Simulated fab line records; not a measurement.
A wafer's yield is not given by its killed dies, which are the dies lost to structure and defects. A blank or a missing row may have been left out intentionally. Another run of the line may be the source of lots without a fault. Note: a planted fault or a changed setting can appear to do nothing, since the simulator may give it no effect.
Lot-split experiment / flow ritCmos / 4 lots, 21 wafers read, on a route of 202 steps

ABOUT THE SPLIT
At RIT_SILICIDE_SPUTTER_01 (material Ti, target thk 30 nm, time 240 s), the setting powerW was moved away from the recipe's 350 W on 6 of the 21 wafers read, by -5.4% to +8.6%. The other wafers ran this setting at the recipe's value.

FROM THE SPLIT ON TO THE READING: in between, the file shows 1 step
- RIT_SILICIDE_RS_MEAS_02: measures by four-point-probe

THE READING
SILICIDE_TI_THK, in nm, at RIT_SILICIDE_THK_MEAS_03 (measures by xrf). Typical for fault-free wafers on this fab line: 29.9 nm, with standard deviation 0.38 nm.

wafer=L078.2; tool, chamber at the split=pvdSputter-02, -; powerW as run, W=350; against the recipe=recipe; SILICIDE_TI_THK, nm=30.2; against lot-mates on the recipe=-
wafer=L078.5; tool, chamber at the split=pvdSputter-02, -; powerW as run, W=350; against the recipe=recipe; SILICIDE_TI_THK, nm=30.1; against lot-mates on the recipe=-
wafer=L078.6; tool, chamber at the split=pvdSputter-02, -; powerW as run, W=350; against the recipe=recipe; SILICIDE_TI_THK, nm=30.2; against lot-mates on the recipe=-
wafer=L080.1; tool, chamber at the split=pvdSputter-02, -; powerW as run, W=380.1; against the recipe=+8.6%; SILICIDE_TI_THK, nm=32.1; against lot-mates on the recipe=+2.5
wafer=L080.2; tool, chamber at the split=pvdSputter-02, -; powerW as run, W=350; against the recipe=recipe; SILICIDE_TI_THK, nm=29.9; against lot-mates on the recipe=-
wafer=L080.3; tool, chamber at the split=pvdSputter-02, -; powerW as run, W=380.1; against the recipe=+8.6%; SILICIDE_TI_THK, nm=32.1; against lot-mates on the recipe=+2.5
wafer=L080.4; tool, chamber at the split=pvdSputter-02, -; powerW as run, W=350; against the recipe=recipe; SILICIDE_TI_THK, nm=29.3; against lot-mates on the recipe=-
wafer=L080.5; tool, chamber at the split=pvdSputter-02, -; powerW as run, W=350; against the recipe=recipe; SILICIDE_TI_THK, nm=29.7; against lot-mates on the recipe=-
wafer=L080.6; tool, chamber at the split=pvdSputter-02, -; powerW as run, W=380.1; against the recipe=+8.6%; SILICIDE_TI_THK, nm=32.6; against lot-mates on the recipe=+3.0
wafer=L081.1; tool, chamber at the split=pvdSputter-04, -; powerW as run, W=350; against the recipe=recipe; SILICIDE_TI_THK, nm=29.3; against lot-mates on the recipe=-
wafer=L081.2; tool, chamber at the split=pvdSputter-04, -; powerW as run, W=350; against the recipe=recipe; SILICIDE_TI_THK, nm=30.0; against lot-mates on the recipe=-
wafer=L081.3; tool, chamber at the split=pvdSputter-04, -; powerW as run, W=350; against the recipe=recipe; SILICIDE_TI_THK, nm=29.5; against lot-mates on the recipe=-
wafer=L081.4; tool, chamber at the split=pvdSputter-04, -; powerW as run, W=350; against the recipe=recipe; SILICIDE_TI_THK, nm=29.6; against lot-mates on the recipe=-
wafer=L081.5; tool, chamber at the split=pvdSputter-04, -; powerW as run, W=350; against the recipe=recipe; SILICIDE_TI_THK, nm=29.7; against lot-mates on the recipe=-
wafer=L081.6; tool, chamber at the split=pvdSputter-04, -; powerW as run, W=350; against the recipe=recipe; SILICIDE_TI_THK, nm=29.3; against lot-mates on the recipe=-
wafer=L085.1; tool, chamber at the split=pvdSputter-04, -; powerW as run, W=350; against the recipe=recipe; SILICIDE_TI_THK, nm=29.8; against lot-mates on the recipe=-
wafer=L085.2; tool, chamber at the split=pvdSputter-04, -; powerW as run, W=331.1; against the recipe=-5.4%; SILICIDE_TI_THK, nm=28.2; against lot-mates on the recipe=-1.6
wafer=L085.3; tool, chamber at the split=pvdSputter-04, -; powerW as run, W=331.1; against the recipe=-5.4%; SILICIDE_TI_THK, nm=28.0; against lot-mates on the recipe=-1.8
wafer=L085.4; tool, chamber at the split=pvdSputter-04, -; powerW as run, W=331.1; against the recipe=-5.4%; SILICIDE_TI_THK, nm=27.6; against lot-mates on the recipe=-2.2
wafer=L085.5; tool, chamber at the split=pvdSputter-04, -; powerW as run, W=350; against the recipe=recipe; SILICIDE_TI_THK, nm=29.7; against lot-mates on the recipe=-
wafer=L085.6; tool, chamber at the split=pvdSputter-04, -; powerW as run, W=350; against the recipe=recipe; SILICIDE_TI_THK, nm=29.8; against lot-mates on the recipe=-

THE FIT
A straight line over all 21 wafers: SILICIDE_TI_THK changes by +0.306 nm for each +1% of powerW; r = +0.97; the points scatter about the line by 0.3 nm.
The same after taking each lot's own level away (the mean of its wafers on the recipe; 21 wafers): +0.317 nm for each +1%; r = +0.98; scatter 0.22 nm.
That fit puts the effect of the largest move of powerW on the reading at 2.7 nm.
The span of the lots' own levels, 29.57 to 30.17 nm, comes to 1.6 times the standard deviation stated above.
The two slopes agree, so the slope changes little with the lot-to-lot level.
Check: with one of the wafers moved furthest among these (+8.6%) left out of the fit, the line predicts +2.77 nm for it against its lot-mates. It came out at +2.47 nm against them.

FURTHER SPLITS ON THESE WAFERS
These wafers also went through other splits before the reading. Each is held against what the fit with the lots' levels taken away leaves over:
other split on the same wafers=RIT_PSD_IMPLANT_08 doseCm2; wafers away from the commonest value=3; r with SILICIDE_TI_THK (lot level and that fit taken away)=+0.27

THE WHOLE CHAIN: every reading that the file lists as answering this split, in the file's order
step=RIT_SILICIDE_SPUTTER_01; what it does=material Ti, target thk 30 nm, time 240 s; reading=Ti_of_SILICIDE_SPUTTER_01.thkNm (the simulator's own value, which no gauge read); change (the file's fit)=+0.316 nm for each +1% of the setting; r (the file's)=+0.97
step=RIT_SILICIDE_RS_MEAS_02; what it does=measures by four-point-probe; reading=SILICIDE_TI_RS; change (the file's fit)=-0.613 for each +1% of the setting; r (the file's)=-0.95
step=RIT_SILICIDE_THK_MEAS_03; what it does=measures by xrf; reading=SILICIDE_TI_THK; change (the file's fit)=+0.316 for each +1% of the setting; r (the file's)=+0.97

FILE'S OWN FIT
SILICIDE_TI_THK changes by +0.316 nm for each +1% of powerW, r = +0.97.
